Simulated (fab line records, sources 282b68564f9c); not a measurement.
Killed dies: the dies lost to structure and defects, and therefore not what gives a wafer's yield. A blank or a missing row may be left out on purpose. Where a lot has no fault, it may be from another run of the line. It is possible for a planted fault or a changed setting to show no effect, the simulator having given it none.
Lot-split experiment || flow rit cmos || on a route of 202 steps: 5 lots, 23 wafers read

== THE SPLIT ITSELF ==
At RIT_M1_EXPOSE_06 (exposes mask M12, target cd 2600 nm), the setting dose mj was moved away from the recipe's 250 on 9 of the 23 wafers read, by -7.0% to +7.3%. The other wafers ran this setting at the recipe's value.

== FROM THE SPLIT TO THE READING: what the file shows between them, 7 steps ==
- RIT_M1_PEB_07
- RIT_M1_DEVELOP_08: develop time 68 s
- RIT_M1_CD_MEAS_09: target cd 2600 nm
- RIT_M1_HARDBAKE_11: time 120 s (also split here: temp c)
- RIT_M1_METAL_ETCH_12: etches Al in Cl2/BCl3, stops on SiO2, time 165 s, target depth 600 nm
- RIT_M1_STRIP_13: strips in nmp, time 600 s (also split here: time s)
- RIT_M1_STRIP_14: strips in O2, time 180 s

== THE READING ==
cd nm, in nm, at RIT_M1_CD_MEAS_90 (target cd 2600 nm). Typical for fault-free wafers on this fab line: 2600 nm, with standard deviation 4.4 nm.

{"wafer": "L075.1", "tool, chamber at the split": "iline stepper-01, 0", "dose mj as run": 250, "against the recipe": "recipe", "cd nm, nm": 2600, "against lot-mates on the recipe": "-"}
{"wafer": "L075.3", "tool, chamber at the split": "iline stepper-01, 0", "dose mj as run": 250, "against the recipe": "recipe", "cd nm, nm": 2591, "against lot-mates on the recipe": "-"}
{"wafer": "L075.4", "tool, chamber at the split": "iline stepper-01, 0", "dose mj as run": 250, "against the recipe": "recipe", "cd nm, nm": 2601, "against lot-mates on the recipe": "-"}
{"wafer": "L075.5", "tool, chamber at the split": "iline stepper-01, 0", "dose mj as run": 250, "against the recipe": "recipe", "cd nm, nm": 2596, "against lot-mates on the recipe": "-"}
{"wafer": "L075.6", "tool, chamber at the split": "iline stepper-01, 0", "dose mj as run": 250, "against the recipe": "recipe", "cd nm, nm": 2589, "against lot-mates on the recipe": "-"}
{"wafer": "L076.1", "tool, chamber at the split": "iline stepper-02, 0", "dose mj as run": 268.2, "against the recipe": "+7.3%", "cd nm, nm": 2576, "against lot-mates on the recipe": -26}
{"wafer": "L076.2", "tool, chamber at the split": "iline stepper-02, 0", "dose mj as run": 268.2, "against the recipe": "+7.3%", "cd nm, nm": 2584, "against lot-mates on the recipe": -18}
{"wafer": "L076.3", "tool, chamber at the split": "iline stepper-02, 0", "dose mj as run": 250, "against the recipe": "recipe", "cd nm, nm": 2604, "against lot-mates on the recipe": "-"}
{"wafer": "L076.4", "tool, chamber at the split": "iline stepper-02, 0", "dose mj as run": 250, "against the recipe": "recipe", "cd nm, nm": 2599, "against lot-mates on the recipe": "-"}
{"wafer": "L076.5", "tool, chamber at the split": "iline stepper-02, 0", "dose mj as run": 268.2, "against the recipe": "+7.3%", "cd nm, nm": 2585, "against lot-mates on the recipe": -16}
{"wafer": "L077.1", "tool, chamber at the split": "iline stepper-02, 0", "dose mj as run": 250, "against the recipe": "recipe", "cd nm, nm": 2598, "against lot-mates on the recipe": "-"}
{"wafer": "L077.2", "tool, chamber at the split": "iline stepper-02, 0", "dose mj as run": 232.5, "against the recipe": "-7.0%", "cd nm, nm": 2617, "against lot-mates on the recipe": "+18"}
{"wafer": "L077.3", "tool, chamber at the split": "iline stepper-02, 0", "dose mj as run": 232.5, "against the recipe": "-7.0%", "cd nm, nm": 2620, "against lot-mates on the recipe": "+22"}
{"wafer": "L077.5", "tool, chamber at the split": "iline stepper-02, 0", "dose mj as run": 232.5, "against the recipe": "-7.0%", "cd nm, nm": 2621, "against lot-mates on the recipe": "+22"}
{"wafer": "L077.6", "tool, chamber at the split": "iline stepper-02, 0", "dose mj as run": 250, "against the recipe": "recipe", "cd nm, nm": 2599, "against lot-mates on the recipe": "-"}
{"wafer": "L082.2", "tool, chamber at the split": "iline stepper-01, 0", "dose mj as run": 250, "against the recipe": "recipe", "cd nm, nm": 2603, "against lot-mates on the recipe": "-"}
{"wafer": "L082.5", "tool, chamber at the split": "iline stepper-01, 0", "dose mj as run": 250, "against the recipe": "recipe", "cd nm, nm": 2603, "against lot-mates on the recipe": "-"}
{"wafer": "L082.6", "tool, chamber at the split": "iline stepper-01, 0", "dose mj as run": 250, "against the recipe": "recipe", "cd nm, nm": 2596, "against lot-mates on the recipe": "-"}
{"wafer": "L085.1", "tool, chamber at the split": "iline stepper-02, 0", "dose mj as run": 250, "against the recipe": "recipe", "cd nm, nm": 2599, "against lot-mates on the recipe": "-"}
{"wafer": "L085.2", "tool, chamber at the split": "iline stepper-02, 0", "dose mj as run": 266.1, "against the recipe": "+6.4%", "cd nm, nm": 2589, "against lot-mates on the recipe": -14}
{"wafer": "L085.4", "tool, chamber at the split": "iline stepper-02, 0", "dose mj as run": 266.1, "against the recipe": "+6.4%", "cd nm, nm": 2590, "against lot-mates on the recipe": -14}
{"wafer": "L085.5", "tool, chamber at the split": "iline stepper-02, 0", "dose mj as run": 250, "against the recipe": "recipe", "cd nm, nm": 2608, "against lot-mates on the recipe": "-"}
{"wafer": "L085.6", "tool, chamber at the split": "iline stepper-02, 0", "dose mj as run": 266.1, "against the recipe": "+6.4%", "cd nm, nm": 2582, "against lot-mates on the recipe": -22}

THE FIT
A straight line over all 23 wafers: cd nm changes by -2.46 nm for each +1% of dose mj; r = -0.92; the points scatter about the line by 4.7 nm.
The same after taking each lot's own level away (the mean of its wafers on the recipe; 23 wafers): -2.78 nm for each +1%; r = -0.96; scatter 3.8 nm.
That fit puts the effect of the largest move of dose mj on the reading at 20 nm.
The lots' own levels span 2595.4 to 2603.5 nm, that is 1.8 times the standard deviation above.
So the lot-to-lot level changes the slope: the two fits differ.
Check: for one of the wafers moved furthest among these (+7.3%), held out of the fit, the line's prediction against its lot-mates is -18.9 nm. Against them it came out at -25.5 nm.

== ADDITIONAL SPLITS CARRIED BY THESE WAFERS ==
These wafers also went through other splits before the reading. Each is held against what the fit with the lots' levels taken away leaves over:
{"other split on the same wafers": "RIT_PSD_IMPLANT_08 dose cm2", "wafers away from the commonest value": 5, "r with cd nm (lot level and that fit taken away)": "+0.27"}
{"other split on the same wafers": "RIT_SILICIDE_SPUTTER_01 power w", "wafers away from the commonest value": 7, "r with cd nm (lot level and that fit taken away)": "+0.10"}
{"other split on the same wafers": "RIT_CONTACT_CVD_00 time s", "wafers away from the commonest value": 11, "r with cd nm (lot level and that fit taken away)": -0.02}
{"other split on the same wafers": "RIT_M1_HARDBAKE_11 temp c", "wafers away from the commonest value": 8, "r with cd nm (lot level and that fit taken away)": -0.16}
{"other split on the same wafers": "RIT_M1_STRIP_13 time s", "wafers away from the commonest value": 18, "r with cd nm (lot level and that fit taken away)": -0.09}

== THE WHOLE CHAIN: every reading that the file lists as answering this split, in the file's order ==
{"step": "RIT_M1_CD_MEAS_09", "what it does": "target cd 2600 nm", "reading": "cd nm", "change (the file's fit)": "-2.8 nm for each +1% of the setting", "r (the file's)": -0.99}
{"step": "RIT_M1_METAL_ETCH_12", "what it does": "etches Al in Cl2/BCl3, stops on SiO2, time 165 s, target depth 600 nm", "reading": "M1.cd nm (the simulator's own value, which no gauge read)", "change (the file's fit)": "-2.72 nm for each +1% of the setting", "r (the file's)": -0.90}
{"step": "RIT_M1_CD_MEAS_90", "what it does": "target cd 2600 nm", "reading": "cd nm", "change (the file's fit)": "-2.73 nm for each +1% of the setting", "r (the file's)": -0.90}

== THE FILE'S OWN FIT ==
cd nm changes by -2.73 nm for each +1% of dose mj, r = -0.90.
